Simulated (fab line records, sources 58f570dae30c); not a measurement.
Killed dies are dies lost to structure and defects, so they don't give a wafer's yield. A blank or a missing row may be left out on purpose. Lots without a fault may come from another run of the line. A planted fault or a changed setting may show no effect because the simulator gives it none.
Split-lot experiment | flow berkeley_cmos170 | 5 lots, 23 wafers read, on a route of 331 steps

THE SPLIT
At UCB170_NLDD_IMPLANT_09, the setting energy_kev was moved away from the recipe's 30 on 6 of the 23 wafers read, by -5.4% to -2.6%. The other wafers ran this setting at the recipe's value.

The reading is taken at the split's own step.

THE READING
implant.drp_nm (the simulator's own value, which no gauge read), in nm, at UCB170_NLDD_IMPLANT_09. The file gives no usual value for it.

wafer  | tool, chamber at the split | energy_kev as run | against the recipe | implant.drp_nm, nm | against lot-mates on the recipe
L074.2 | implanter-02, 0            | 30                | recipe             | 9.611              | -
L074.4 | implanter-02, 0            | 30                | recipe             | 9.611              | -
L074.6 | implanter-02, 0            | 30                | recipe             | 9.611              | -
L078.1 | implanter-04, 0            | 30                | recipe             | 9.611              | -
L078.5 | implanter-04, 0            | 30                | recipe             | 9.611              | -
L078.6 | implanter-04, 0            | 30                | recipe             | 9.611              | -
L078.2 | implanter-04, 0            | 28.38             | -5.4%              | 9.231              | -0.380
L078.3 | implanter-04, 0            | 28.38             | -5.4%              | 9.231              | -0.380
L079.1 | implanter-01, 0            | 30                | recipe             | 9.611              | -
L079.3 | implanter-01, 0            | 30                | recipe             | 9.611              | -
L079.6 | implanter-01, 0            | 30                | recipe             | 9.611              | -
L079.4 | implanter-01, 0            | 29.22             | -2.6%              | 9.428              | -0.183
L079.5 | implanter-01, 0            | 29.22             | -2.6%              | 9.428              | -0.183
L084.1 | implanter-04, 0            | 30                | recipe             | 9.611              | -
L084.4 | implanter-04, 0            | 30                | recipe             | 9.611              | -
L084.5 | implanter-04, 0            | 30                | recipe             | 9.611              | -
L084.3 | implanter-04, 0            | 28.44             | -5.2%              | 9.245              | -0.366
L084.6 | implanter-04, 0            | 28.44             | -5.2%              | 9.245              | -0.366
L085.1 | implanter-02, 0            | 30                | recipe             | 9.611              | -
L085.2 | implanter-02, 0            | 30                | recipe             | 9.611              | -
L085.3 | implanter-02, 0            | 30                | recipe             | 9.611              | -
L085.4 | implanter-02, 0            | 30                | recipe             | 9.611              | -
L085.6 | implanter-02, 0            | 30                | recipe             | 9.611              | -

THE FIT
A straight line over all 23 wafers: implant.drp_nm changes by +0.0704 nm for each +1% of energy_kev; r = +1.00; the points scatter about the line by 1.7e-05 nm.
The same after taking each lot's own level away (the mean of its wafers on the recipe; 23 wafers): +0.0704 nm for each +1%; r = +1.00; scatter 1.7e-05 nm.
On that fit, the largest move of energy_kev shifts the reading by 0.38 nm.
The lots' own levels span 9.6110 to 9.6110 nm.
So the lot-to-lot level changes the slope little: the two slopes agree.
Check: with one of the wafers moved furthest among these (-5.4%) left out of the fit, the line predicts -0.38 nm for it against its lot-mates. It came out at -0.38 nm against them.

OTHER SPLITS ON THESE WAFERS
These wafers also went through other splits before the reading. Each is held against what the fit with the lots' levels taken away leaves over:
other split on the same wafers        | wafers away from the commonest value | r with implant.drp_nm (lot level and that fit taken away)
UCB170_ZERO_COAT_01 resist_thk_nm     | 6                                    | +0.58
UCB170_NWELL_CVD_04 time_s            | 15                                   | +0.21
UCB170_NWELL_ETCH_13 over_etch_frac   | 5                                    | +0.16
UCB170_PWELL_CVD_05 sih2cl2_flow_sccm | 15                                   | -0.21
UCB170_ACTIVE_EXPOSE_10 dose_mj       | 9                                    | +0.09
UCB170_NVT_IMPLANT_07 dose_cm2        | 11                                   | +0.16
UCB170_PVT_IMPLANT_07 energy_kev      | 5                                    | -0.43
UCB170_NLDD_PEB_04 peb_temp_c         | 7                                    | +0.17

THE WHOLE CHAIN: every reading that the file lists as answering this split, in the file's order
step                   | what it does | reading                                                         | change (the file's fit)                | r (the file's)
UCB170_NLDD_IMPLANT_09 |              | implant.rp_nm (the simulator's own value, which no gauge read)  | +0.164 nm for each +1% of the setting  | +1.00
UCB170_NLDD_IMPLANT_09 |              | implant.drp_nm (the simulator's own value, which no gauge read) | +0.0702 nm for each +1% of the setting | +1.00

THE FILE'S OWN FIT
implant.drp_nm changes by +0.0702 nm for each +1% of energy_kev, r = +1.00.
